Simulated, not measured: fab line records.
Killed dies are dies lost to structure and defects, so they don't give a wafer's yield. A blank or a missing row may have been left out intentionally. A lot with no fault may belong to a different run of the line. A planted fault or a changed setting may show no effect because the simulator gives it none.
What tool caused it? | flow rit_cmos | 15 lots, 45 wafers sampled, at 3 steps of a route of 202

## WHAT EACH GAUGE READ, for each wafer
RIT_WELLDRIVE_RS_MEAS_01: measures by four-point-probe.
lot  | measured    | on            | NWELL_RS (ohm/sq)
L967 | day 2 05:58 | film_metro-03 | 275.3 275.1 276.2
L969 | day 2 14:09 | film_metro-02 | 276.5 276.2 276.7
L970 | day 2 19:47 | film_metro-01 | 275.1 275.3 275.1
L972 | day 3 06:57 | film_metro-01 | 276.1 276.9 275.5
L973 | day 3 10:56 | film_metro-01 | 275.6 276.8 276.2
L975 | day 3 19:44 | film_metro-01 | 275.1 274.9 275.1
L976 | day 4 01:41 | film_metro-01 | 275.0 275.6 277.3
L977 | day 4 06:27 | film_metro-01 | 276.2 276.4 276.4
L978 | day 4 11:32 | film_metro-01 | 275.3 275.3 275.1
L979 | day 4 16:48 | film_metro-03 | 276.3 275.2 275.3
L980 | day 4 21:34 | film_metro-02 | 276.2 276.6 276.1
L986 | day 6 05:00 | film_metro-01 | 275.9 276.3 276.9
L987 | day 6 08:19 | film_metro-02 | 275.7 275.7 275.1
L988 | day 6 13:56 | film_metro-01 | 276.6 275.8 276.3
L989 | day 6 18:52 | film_metro-01 | 276.8 275.9 277.6

RIT_PLDD_OVL_MEAS_06.
lot  | measured    | on         | PLDD_OVL (nm)
L967 | day 2 19:55 | overlay-02 | 2.9 3.5 2.1
L969 | day 3 06:19 | overlay-02 | 2.1 1.2 2.8
L970 | day 3 09:56 | overlay-02 | 1.2 0.2 0.3
L972 | day 3 23:15 | overlay-02 | 1.0 0.9 0.2
L973 | day 4 00:59 | overlay-02 | -1.1 -0.8 0.0
L975 | day 4 10:57 | overlay-01 | 0.0 0.9 0.3
L976 | day 4 21:50 | overlay-02 | 3.4 2.9 3.8
L977 | day 4 22:14 | overlay-01 | -1.5 0.2 -1.5
L978 | day 5 02:53 | overlay-01 | 0.0 -0.8 -0.3
L979 | day 5 07:53 | overlay-02 | 1.3 0.0 0.9
L980 | day 5 13:53 | overlay-02 | -1.4 -1.0 -0.1
L986 | day 6 19:32 | overlay-02 | -1.0 -0.4 0.4
L987 | day 6 23:06 | overlay-02 | 0.0 0.1 0.7
L988 | day 7 04:30 | overlay-01 | -1.4 -0.9 0.2
L989 | day 7 08:52 | overlay-02 | -1.3 -0.7 0.3

## WHAT TOOL EACH LOT RAN ON (gives the tool, then ch and the chambers of the sampled wafers, and finally the start)
lot  | RIT_NLDD_DEVELOP_05
L967 | litho_track-02 ch 0, day 2 18:00
L969 | litho_track-03 ch 0, day 3 04:00
L970 | litho_track-03 ch 0, day 3 08:00
L972 | litho_track-02 ch 0, day 3 21:00
L973 | litho_track-01 ch 0, day 3 23:00
L975 | litho_track-02 ch 0, day 4 09:00
L976 | litho_track-02 ch 0, day 4 20:00
L977 | litho_track-03 ch 0, day 4 20:00
L978 | litho_track-02 ch 0, day 5 01:00
L979 | litho_track-02 ch 0, day 5 06:00
L980 | litho_track-03 ch 0, day 5 12:00
L986 | litho_track-01 ch 0, day 6 17:00
L987 | litho_track-03 ch 0, day 6 21:00
L988 | litho_track-03 ch 0, day 7 02:00
L989 | litho_track-03 ch 0, day 7 07:00
- RIT_NLDD_DEVELOP_05: develop time 50 s.

## WHAT THE TOOLS THEMSELVES READ (means of the sampled wafers that have a number; where no wafer has one, the mark that the record gives instead)
RIT_NLDD_DEVELOP_05.
lot  | tool           | developer_temp_C (C) | resist_line_temp_C (C)
L967 | litho_track-02 | 22.86                | 23.01
L969 | litho_track-03 | 23.23                | 23.05
L970 | litho_track-03 | 23.08                | 22.96
L972 | litho_track-02 | 23.12                | 22.94
L973 | litho_track-01 | 22.94                | 23.00
L975 | litho_track-02 | 23.02                | 22.86
L976 | litho_track-02 | 22.86                | 22.85
L977 | litho_track-03 | 23.04                | 22.86
L978 | litho_track-02 | 23.07                | 22.98
L979 | litho_track-02 | 22.90                | 23.03
L980 | litho_track-03 | 23.01                | 22.98
L986 | litho_track-01 | 22.95                | 22.98
L987 | litho_track-03 | 25.30                | 23.03
L988 | litho_track-03 | 25.42                | 23.01
L989 | litho_track-03 | 25.36                | 23.03

## THE ANSWER, worked out from the rows above alone
Rule: usual is defined by the lots themselves. The widest of any qualifying gaps counts: lots, ordered by their means at a reading, are off when they make up no more than a third of the lots, leave a main group of 4 or more, and stand apart from it by 3 or more times the standard deviation of that group's means. A main group whose means are all the same, to the digits that the tables above print for the reading, isn't used. A lot without any number at a reading at which 4 lots or more have one is off too. The other lots that the step has rows for count as sound. Order of review: gauges by route order, followed by the tools' own readings, for which a lot's mean as printed above is used. At the first step where some lot is off, the reading lying furthest off is the one used; lots without a number count as furthest.
Off, at RIT_NLDD_DEVELOP_05 on developer_temp_C: L987, L988, L989. Mean 23.01 C and standard deviation 0.11 in the main group.
If a tool, at that step or one of the process steps before it, ran each lot that is off and ran no sound lot following the first of them, it fits. One candidate fits, namely litho_track-03 at RIT_NLDD_DEVELOP_05. A fault onset in the window from L980 (day 5 12:00, its last sound lot) to L987 (day 6 21:00, its first lot off) fits.
The tool's own readings at RIT_NLDD_DEVELOP_05 bear it out: on the lots that are off they differ by more than 5 times the standard deviation of the sound lots' means. developer_temp_C reads 25.36 C there against 23.01 C on the sound lots.

## WHAT HAD BEEN PUT IN BY THE SIMULATOR
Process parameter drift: litho_track-03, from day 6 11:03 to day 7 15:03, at RIT_NLDD_DEVELOP_05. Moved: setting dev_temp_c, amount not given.
Struck lots among those shown: L987, L988, L989. The rule given above showed the same thing.
